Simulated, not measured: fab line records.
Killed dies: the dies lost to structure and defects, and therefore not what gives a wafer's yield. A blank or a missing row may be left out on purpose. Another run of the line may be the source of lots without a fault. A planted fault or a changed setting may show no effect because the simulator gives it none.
Which of the tools did it?	flow berkeley_cmos170	Sampling: 7 lots, 21 wafers, 3 of 331 route steps

WHAT THE GAUGES SHOWED, per wafer
UCB170_WELLDRIVE_THK_MEAS_02.
lot	measured	on	WELLDRIVE_OXIDE_THK (nm)
L493	day 4 02:10	film_metro-01	197 195 198
L496	day 4 17:15	film_metro-01	199 200 199
L500	day 5 07:14	film_metro-01	203 201 204
L504	day 6 06:49	film_metro-04	192 194 197
L509	day 7 16:34	film_metro-02	198 195 197
L513	day 8 12:16	film_metro-04	199 201 200
L514	day 8 18:31	film_metro-02	205 204 202

WHAT TOOL EACH LOT RAN ON (gives the tool, then ch and the chambers of the sampled wafers, and finally the start)
lot	UCB170_PWELL_ETCH_14	UCB170_PWELL_STRIP_16
L493	rie_diel-03 ch 0,2,3, day 3 13:24	plasma_asher-02 ch 0,1, day 3 13:39
L496	rie_diel-03 ch 1,2,3, day 4 04:17	plasma_asher-02 ch 0,1, day 4 04:32
L500	rie_diel-03 ch 1,2,3, day 4 18:53	plasma_asher-02 ch 0,1, day 4 19:08
L504	rie_diel-04 ch 0,3, day 5 19:00	plasma_asher-04 ch 0,1, day 5 19:15
L509	rie_diel-04 ch 2,3, day 7 04:30	plasma_asher-02 ch 0, day 7 04:45
L513	rie_diel-03 ch 2,3, day 7 23:43	plasma_asher-04 ch 0,1, day 7 23:58
L514	rie_diel-01 ch 2,3, day 8 05:45	plasma_asher-03 ch 1, day 8 06:00
- UCB170_PWELL_ETCH_14: etches Si3N4 in CH3F/Ar/O2, stops on SiO2, target depth 242 nm, time 151 s.
- UCB170_PWELL_STRIP_16: strips in O2.

THE ANSWER, worked out from the rows above alone
Rule: what is usual is taken from the lots themselves. The widest of any qualifying gaps counts: lots, ordered by their means at a reading, are off when they make up no more than a third of the lots, leave a main group of 4 or more, and stand apart from it by 3 or more times the standard deviation of that group's means. A main group whose means are all the same, to the digits that the tables above print for the reading, isn't used. Also off: a lot with no number at a reading for which 4 or more lots have one. All remaining lots with rows at the step are treated as sound.
Nothing can be told from this: no lot is off at any reading shown.

WHAT HAD BEEN PUT IN BY THE SIMULATOR
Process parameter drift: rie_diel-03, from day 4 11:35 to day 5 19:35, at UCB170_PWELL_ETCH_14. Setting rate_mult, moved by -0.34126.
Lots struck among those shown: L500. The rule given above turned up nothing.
